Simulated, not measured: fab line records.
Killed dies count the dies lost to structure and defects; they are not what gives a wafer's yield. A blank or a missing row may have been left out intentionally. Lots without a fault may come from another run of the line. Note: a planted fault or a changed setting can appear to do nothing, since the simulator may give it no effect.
The tool behind it: which one?    flow berkeleyCmos170    13 lots, 39 wafers sampled, at 5 steps of a route of 331

## WHAT THE GAUGES SHOWED, per wafer
UCB170_PWELL_OVL_MEAS_13.
lot   measured     on          PWELL_OVL (nm)
L903  day 3 04:33  overlay-01  3 -2 -5
L904  day 3 08:54  overlay-01  -2 1 -1
L905  day 3 14:34  overlay-02  3 3 6
L907  day 4 05:09  overlay-02  5 9 7
L911  day 5 01:42  overlay-02  -1 3 -6
L910  day 5 01:50  overlay-02  2 -2 0
L915  day 5 22:28  overlay-01  1 4 8
L914  day 5 22:46  overlay-01  - - -
L916  day 6 04:31  overlay-02  -2 8 -1
L921  day 7 05:48  overlay-01  16 10 15
L923  day 7 08:13  overlay-02  11 3 1
L924  day 7 17:50  overlay-02  -4 -11 -9
L925  day 7 18:34  overlay-01  13 6 5

UCB170_PWELL_TW_MEAS_17.
lot   measured     on            PWELL_TW
L903  day 3 04:56  filmMetro-03  381 381 382
L904  day 3 09:17  filmMetro-03  385 385 383
L905  day 3 14:58  filmMetro-03  381 380 383
L907  day 4 05:32  filmMetro-01  372 374 374
L911  day 5 02:05  filmMetro-03  379 379 381
L910  day 5 02:13  filmMetro-04  375 380 379
L915  day 5 22:52  filmMetro-03  378 381 378
L914  day 5 23:09  filmMetro-04  30 30 30
L916  day 6 04:55  filmMetro-03  382 377 379
L921  day 7 06:11  filmMetro-03  379 378 381
L923  day 7 08:37  filmMetro-03  380 380 382
L924  day 7 18:13  filmMetro-04  379 380 380
L925  day 7 18:56  filmMetro-01  373 372 373

UCB170_V2_THK_MEAS_01.
lot   measured      on            V2_TEOS_THK (nm)
L903  day 8 09:02   filmMetro-02  1985 2032 2034
L904  day 8 09:14   filmMetro-03  2006 1976 2019
L905  day 9 01:31   filmMetro-04  1974 2016 2019
L907  day 9 01:13   filmMetro-03  2004 2000 2016
L911  day 9 19:14   filmMetro-04  2017 2001 2010
L910  day 9 18:43   filmMetro-02  1972 1992 2002
L915  day 10 06:32  filmMetro-02  1934 1994 1946
L916  day 11 00:00  filmMetro-03  1986 2009 2031
L921  day 12 01:29  filmMetro-02  1953 2008 1955
L923  day 12 01:59  filmMetro-04  1934 1979 1971
L924  day 12 03:12  filmMetro-02  1955 1961 1998
L925  day 12 08:05  filmMetro-04  1991 2012 2012

UCB170_V2_THK_MEAS_04.
lot   measured      on            V2_POLISHED_THK (nm)
L903  day 8 09:31   filmMetro-02  1010.5 1011.4 1011.3
L904  day 8 09:43   filmMetro-04  1014.1 1012.4 1013.1
L905  day 9 01:59   filmMetro-04  1012.3 1012.2 1012.0
L907  day 9 01:41   filmMetro-03  1011.0 1012.9 1009.5
L911  day 9 19:43   filmMetro-03  1009.6 1011.9 1010.8
L910  day 9 19:11   filmMetro-04  1013.4 1012.4 1011.2
L915  day 10 07:01  filmMetro-02  1010.3 1012.5 1011.6
L916  day 11 00:29  filmMetro-03  1011.2 1012.6 1011.4
L921  day 12 01:58  filmMetro-02  1012.7 1013.2 1011.1
L923  day 12 02:28  filmMetro-03  1012.1 1012.8 1013.0
L924  day 12 03:41  filmMetro-04  1011.0 1012.7 1013.5
L925  day 12 08:34  filmMetro-02  1012.8 1014.7 1013.2

## EACH LOT AND THE TOOL THAT RAN IT (in order: tool; ch and the chambers of the sampled wafers; start)
lot   UCB170_PWELL_EXPOSE_10
L903  krfScanner-01 ch 0, day 3 03:28
L904  krfScanner-01 ch 0, day 3 08:31
L905  krfScanner-02 ch 0, day 3 13:26
L907  krfScanner-02 ch 0, day 4 04:38
L911  krfScanner-01 ch 0, day 5 01:19
L910  krfScanner-01 ch 0, day 5 01:28
L915  krfScanner-02 ch 0, day 5 21:29
L914  krfScanner-02 ch 0, day 5 21:37
L916  krfScanner-02 ch 0, day 6 03:23
L921  krfScanner-02 ch 0, day 7 04:44
L923  krfScanner-02 ch 0, day 7 07:28
L924  krfScanner-01 ch 0, day 7 17:09
L925  krfScanner-02 ch 0, day 7 17:25
- UCB170_PWELL_EXPOSE_10: exposes mask PWELL, target cd 3000 nm.

## AS READ BY THE TOOLS THEMSELVES (means over the sampled wafers that have a number; for cases with no such wafer, the mark the record gives instead)
The record holds no such reading with a usual standard deviation.

## THE ANSWER, worked out from the rows above alone
Rule: the usual values come from the lots themselves. The widest of any qualifying gaps counts: lots, ordered by their means at a reading, are off when they make up no more than a third of the lots, leave a main group of 4 or more, and stand apart from it by 3 or more times the standard deviation of that group's means. If all means in a main group match to the digits the tables above print for the reading, that group is not used. Also off: a lot with no number at a reading for which 4 or more lots have one. The other lots that the step has rows for count as sound. Order of review: gauges by route order, followed by the tools' own readings, for which a lot's mean as printed above is used. The first step at which some lot is off is used, and at that step the reading that is off furthest; a lot without a number counts as furthest.
Off: L914, seen at UCB170_PWELL_OVL_MEAS_13 (PWELL_OVL). Without a number there: L914. The main group has a mean of 3 nm with a standard deviation of 5.3.
A tool fits if, at a process step before that reading, it ran every lot that is off, and no sound lot after the first of them. Not tried: the gauges at UCB170_PWELL_OVL_MEAS_13; whatever is off there is also off at UCB170_PWELL_TW_MEAS_17, on other tools, and gauge error can't account for it. Of those tried, none fits.

## WHAT THE SIMULATOR HAD PUT IN
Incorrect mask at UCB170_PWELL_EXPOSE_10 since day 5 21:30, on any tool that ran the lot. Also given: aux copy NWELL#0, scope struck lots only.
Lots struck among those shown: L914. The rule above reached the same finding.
